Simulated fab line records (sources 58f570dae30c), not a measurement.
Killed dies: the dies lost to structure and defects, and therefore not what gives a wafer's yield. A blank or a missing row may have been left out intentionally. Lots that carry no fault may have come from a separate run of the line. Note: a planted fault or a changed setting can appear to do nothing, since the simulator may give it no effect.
Split-lot experiment    flow berkeley-cmos170    23 wafers read across 5 lots, on a route 331 steps long

## THE SPLIT ITSELF
At UCB170_SILICIDE_SPUTTER_01 (material Ti, target thk 30 nm, time 25 s), the setting time-s was moved away from the recipe's 25 s on 8 of the 23 wafers read, by -14.0% to +14.0%. The other wafers ran this setting at the recipe's value.

## SPLIT TO READING: what lies between them in the file, 1 step
- UCB170_SILICIDE_RS_MEAS_02: measures by four-point-probe

## THE READING
SILICIDE_TI_THK, in nm, at UCB170_SILICIDE_THK_MEAS_03 (measures by xrf). Fault-free wafers of this fab line usually give 29.6 nm, standard deviation 0.48 nm.

wafer   tool, chamber at the split  time-s as run, s  against the recipe  SILICIDE_TI_THK, nm  against lot-mates on the recipe
L074.1  pvd-sputter-03, -           25                recipe              29.5                 -
L074.2  pvd-sputter-03, -           25                recipe              28.7                 -
L074.4  pvd-sputter-03, -           25                recipe              28.6                 -
L074.5  pvd-sputter-03, -           25                recipe              28.7                 -
L074.6  pvd-sputter-03, -           25                recipe              28.5                 -
L075.1  pvd-sputter-01, -           25                recipe              30.1                 -
L075.3  pvd-sputter-01, -           25                recipe              29.6                 -
L075.6  pvd-sputter-01, -           25                recipe              29.9                 -
L078.1  pvd-sputter-01, -           21.5              -14.0%              25.0                 -4.3
L078.3  pvd-sputter-01, -           25                recipe              29.7                 -
L078.4  pvd-sputter-01, -           21.5              -14.0%              25.1                 -4.2
L078.5  pvd-sputter-01, -           25                recipe              29.3                 -
L078.6  pvd-sputter-01, -           25                recipe              28.9                 -
L079.1  pvd-sputter-01, -           28.51             +14.0%              33.9                 +4.4
L079.2  pvd-sputter-01, -           28.51             +14.0%              33.7                 +4.2
L079.4  pvd-sputter-01, -           25                recipe              29.9                 -
L079.5  pvd-sputter-01, -           28.51             +14.0%              33.9                 +4.4
L079.6  pvd-sputter-01, -           25                recipe              29.2                 -
L081.2  pvd-sputter-04, -           25                recipe              29.8                 -
L081.3  pvd-sputter-04, -           27.7              +10.8%              32.7                 +3.1
L081.4  pvd-sputter-04, -           25                recipe              29.4                 -
L081.5  pvd-sputter-04, -           27.7              +10.8%              32.7                 +3.1
L081.6  pvd-sputter-04, -           27.7              +10.8%              32.8                 +3.2

FIT RESULTS
A straight line over all 23 wafers: SILICIDE_TI_THK changes by +0.314 nm for each +1% of time-s; r = +0.98; the points scatter about the line by 0.44 nm.
The same after taking each lot's own level away (the mean of its wafers on the recipe; 23 wafers): +0.301 nm for each +1%; r = +0.99; scatter 0.27 nm.
According to that fit, moving time-s by its largest amount changes the reading by 4.2 nm.
Across the lots, their own levels run from 28.80 to 29.87 nm, a range of 2.2 times the standard deviation given above.
Consequently the slope shifts little with the lot-to-lot level, the two slopes agreeing.
Check: for one of the wafers moved furthest among these (+14.0%), held out of the fit, the line's prediction against its lot-mates is +4.19 nm. It came out at +4.35 nm against them.

## THESE WAFERS: OTHER SPLITS
These wafers also went through other splits before the reading. Each is held against what the fit with the lots' levels taken away leaves over:
other split on the same wafers        wafers away from the commonest value  r with SILICIDE_TI_THK (lot level and that fit taken away)
UCB170_GATE_PEB_10 peb-temp-c         10                                    -0.11
UCB170_NLDD_IMPLANT_09 energy-kev     10                                    +0.34
UCB170_NSD_IMPLANT_08 dose-cm2        6                                     +0.17
UCB170_BACKSIDE_HMDS_00 prime-time-s  6                                     +0.04

## THE WHOLE CHAIN: every reading that the file lists as answering this split, in the file's order
step                         what it does                              reading                                                                            change (the file's fit)                r (the file's)
UCB170_SILICIDE_SPUTTER_01   material Ti, target thk 30 nm, time 25 s  Ti_of_SILICIDE_SPUTTER_01.thk-nm (the simulator's own value, which no gauge read)  +0.303 nm for each +1% of the setting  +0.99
UCB170_SILICIDE_RS_MEAS_02   measures by four-point-probe              SILICIDE_TI_RS                                                                     -0.319 for each +1% of the setting     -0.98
UCB170_SILICIDE_THK_MEAS_03  measures by xrf                           SILICIDE_TI_THK                                                                    +0.302 for each +1% of the setting     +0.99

## FILE'S OWN FIT
SILICIDE_TI_THK changes by +0.302 nm for each +1% of time-s, r = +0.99.
